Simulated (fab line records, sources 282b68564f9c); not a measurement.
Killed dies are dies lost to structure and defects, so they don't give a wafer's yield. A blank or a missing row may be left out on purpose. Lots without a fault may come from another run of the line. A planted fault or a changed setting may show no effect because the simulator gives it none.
A struck lot beside a sound one | flow rit_cmos | 43 steps out of a route of 202
Sound: wafers L897.1, L897.3, L897.6. Struck: wafers L901.3, L901.4, L901.6. The cause comes at the end.
At each step with rows: each side's tool, then ch and its chambers, then its first start. Under that, the readings that differ: sound wafers | struck wafers | difference of the means | sigmas: that difference in standard deviations of wafers without a fault.
alike: readings whose means differ by less than 2 such deviations, and words and numbers that are the same on both sides. not compared: withheld readings, readings that some wafer has no value for, bounds like >300 that may hide the same value, and numbers for which the record gives no deviation and whose values overlap.
The two part at a step that has a row with sigmas, a row that says differs or no value, or rows on one side only. Numbers that don't overlap but have no deviation are shown without sigmas and don't part them. A reading that every wafer of one side lacks parts them only if that side has two wafers or more.

first, 3 steps without rows for these wafers: RIT_SDANNEAL_CLEAN_00 (cleans in SC1, time 600 s); RIT_SDANNEAL_CLEAN_01 (cleans in dHF, time 30 s); RIT_SDANNEAL_CLEAN_02 (cleans in SC2, time 600 s).
RIT_SDANNEAL_RTA_03: time 5 s.
  sound on rtp_anneal-01 ch 0, day 3 06:13; struck on rtp_anneal-01 ch 0, day 4 01:50
  alike: wafer_temp_C_max
RIT_SDANNEAL_RS_MEAS_04: measures by four-point-probe.
  sound on film_metro-04, day 3 06:17; struck on film_metro-01, day 4 01:55
  alike: PSD_RS
RIT_SDANNEAL_RS_MEAS_05: measures by four-point-probe.
  sound on film_metro-04, day 3 06:24; struck on film_metro-01, day 4 02:02
  alike: NSD_RS
RIT_SDANNEAL_RS_MEAS_06: measures by four-point-probe.
  sound on film_metro-04, day 3 06:31; struck on film_metro-01, day 4 02:09
  reading          | sound             | struck            | difference | sigmas
  PLDD_RS (ohm/sq) | 178.5 178.0 178.3 | 179.0 179.4 179.5 | +1.0       | +2
RIT_SDANNEAL_RS_MEAS_07: measures by four-point-probe.
  sound on film_metro-04, day 3 06:38; struck on film_metro-01, day 4 02:16
  alike: NLDD_RS
then, 2 steps without rows for these wafers: RIT_SILICIDE_WET_ETCH_00 (etches SiO2 in BOE, target depth 14 nm, time 15 s); RIT_SILICIDE_SPUTTER_01 (material Ti, target thk 30 nm, time 240 s).
RIT_SILICIDE_RS_MEAS_02: measures by four-point-probe.
  sound on film_metro-01, day 3 06:56; struck on film_metro-02, day 4 02:33
  alike: SILICIDE_TI_RS
RIT_SILICIDE_THK_MEAS_03: measures by xrf.
  sound on film_metro-01, day 3 07:03; struck on film_metro-02, day 4 02:39
  alike: SILICIDE_TI_THK
RIT_SILICIDE_RTA_04: time 10 s, ramp up 5 s, ramp down 5 s.
  sound on rtp_anneal-02 ch 0, day 3 07:07; struck on rtp_anneal-02 ch 0, day 4 02:43
  alike: wafer_temp_C_max
then, 1 step without rows for these wafers: RIT_SILICIDE_WET_ETCH_05 (etches Ti in SPM, time 120 s).
RIT_SILICIDE_RTA_06: time 10 s, ramp up 5 s, ramp down 10 s.
  sound on rtp_anneal-01 ch 0, day 3 07:13; struck on rtp_anneal-01 ch 0, day 4 02:49
  alike: wafer_temp_C_max
RIT_CONTACT_CVD_00: deposits SiO2 from TEOS, target thk 400 nm, time 61 s.
  sound on pecvd-01 ch 0,1, day 3 07:17; struck on pecvd-04 ch 0,1, day 4 02:52
  alike: heater_power_w
RIT_CONTACT_THK_MEAS_01:
  sound on film_metro-04, day 3 07:20; struck on film_metro-04, day 4 02:56
  alike: CONTACT_TEOS_THK
then, 6 steps without rows for these wafers: RIT_CONTACT_HMDS_02 (prime time 60 s); RIT_CONTACT_COAT_03 (resist thk 1000 nm); RIT_CONTACT_SOFTBAKE_04 (time 60 s); RIT_CONTACT_EXPOSE_05 (exposes mask M11, target cd 1000 nm); RIT_CONTACT_PEB_06; RIT_CONTACT_DEVELOP_07 (develop time 120 s).
RIT_CONTACT_CD_MEAS_08: target cd 1000 nm.
  sound on cd_sem-02, day 3 08:22; struck on cd_sem-02, day 4 03:59
  alike: cd_nm
RIT_CONTACT_OVL_MEAS_09:
  sound on overlay-02, day 3 08:29; struck on overlay-01, day 4 04:04
  alike: CONTACT_OVL
then, 2 steps without rows for these wafers: RIT_CONTACT_HARDBAKE_10 (time 60 s); RIT_CONTACT_ETCH_11 (etches SiO2 in CHF3/CF4/Ar, stops on TiSi2, target depth 480 nm, time 320 s).
RIT_CONTACT_STRIP_12: strips in O2, time 180 s.
  sound on plasma_asher-03 ch 0,1, day 3 08:52; struck on plasma_asher-03 ch 0,1, day 4 04:30
  alike: drypump_motor_current_A, rf_refl_power_W
  not compared: rf_hours_counter_h
RIT_CONTACT_CD_MEAS_90: target cd 1000 nm.
  sound on cd_sem-02, day 3 09:02; struck on cd_sem-01, day 4 04:40
  alike: cd_nm
then, 2 steps without rows for these wafers: RIT_CONTACT_CLEAN_13 (cleans in SC1, time 600 s); RIT_CONTACT_CLEAN_14 (cleans in SC2, time 600 s).
RIT_M1_SPUTTER_00: material Al, target thk 400 nm, time 500 s.
  sound on pvd_sputter-03, day 3 09:31; struck on pvd_sputter-03, day 4 05:05
  alike: throttle_valve_pct
RIT_M1_RS_MEAS_01: measures by four-point-probe.
  sound on film_metro-01, day 3 09:49; struck on film_metro-02, day 4 05:25
  alike: M1_AL_RS
RIT_M1_THK_MEAS_02: measures by xrf.
  sound on film_metro-01, day 3 09:56; struck on film_metro-02, day 4 05:31
  alike: M1_AL_THK
then, 6 steps without rows for these wafers: RIT_M1_HMDS_03 (prime time 60 s); RIT_M1_COAT_04 (resist thk 1300 nm); RIT_M1_SOFTBAKE_05 (time 60 s); RIT_M1_EXPOSE_06 (exposes mask M12, target cd 2600 nm); RIT_M1_PEB_07; RIT_M1_DEVELOP_08 (develop time 68 s).
RIT_M1_CD_MEAS_09: target cd 2600 nm.
  sound on cd_sem-01, day 3 10:52; struck on cd_sem-02, day 4 06:29
  alike: cd_nm
RIT_M1_OVL_MEAS_10:
  sound on overlay-01, day 3 10:59; struck on overlay-01, day 4 06:34
  alike: M1_OVL
RIT_M1_PROBE_99:
  sound on prober-02, day 3 13:32; struck on prober-02, day 4 09:25
  reading                                          | sound                    | struck              | difference | sigmas
  model.etest.npoly_line.line_ohm_um               | 171 167.9 164.5          | 160 161.1 158.4     | -8         |
  model.etest.contact_pplus.end_ohm_um             | 42.17 44.4 44.9          | 45.76 45.99 47.05   | +2.44      |
  model.etest.contact_nplus.end_ohm_um             | 42.08 42.19 43.03        | 44.21 43.91 44.45   | +1.76      |
  model.etest.npoly_line.rs_ohm_sq_rim_less_centre | -0.05037 0.08044 -0.1765 | -1.649 -1.638 -1.65 | -1.597     |
  model.etest.npoly_line.rs_ohm_sq_range           | 0.4282 0.4378 0.3418     | 1.805 1.853 1.883   | +1.444     |
  model.etest.npoly_line.rs_ohm_sq                 | 16.84 16.75 16.7         | 16.03 16.02 15.93   | -0.77      |
  model.etest.ppoly_line.rs_ohm_sq                 | 16.3 16.25 16.13         | 15.44 15.46 15.65   | -0.71      |
  alike: killed_at_contacts, killed_at_front_end, killed_dies, killed_open, killed_short
  not compared: model.etest.ppoly_line.line_ohm_um

WHERE THEY PART
Only at RIT_SDANNEAL_RS_MEAS_06, within this record. Later steps at which nothing parts them and some readings are alike: RIT_SDANNEAL_RS_MEAS_07, RIT_SILICIDE_RS_MEAS_02, RIT_SILICIDE_THK_MEAS_03, RIT_SILICIDE_RTA_04, RIT_SILICIDE_RTA_06, RIT_CONTACT_CVD_00, RIT_CONTACT_THK_MEAS_01, RIT_CONTACT_CD_MEAS_08, RIT_CONTACT_OVL_MEAS_09, RIT_CONTACT_STRIP_12, RIT_CONTACT_CD_MEAS_90, RIT_M1_SPUTTER_00, RIT_M1_RS_MEAS_01, RIT_M1_THK_MEAS_02, RIT_M1_CD_MEAS_09, RIT_M1_OVL_MEAS_10, RIT_M1_PROBE_99.

WHY: what the simulator had put in
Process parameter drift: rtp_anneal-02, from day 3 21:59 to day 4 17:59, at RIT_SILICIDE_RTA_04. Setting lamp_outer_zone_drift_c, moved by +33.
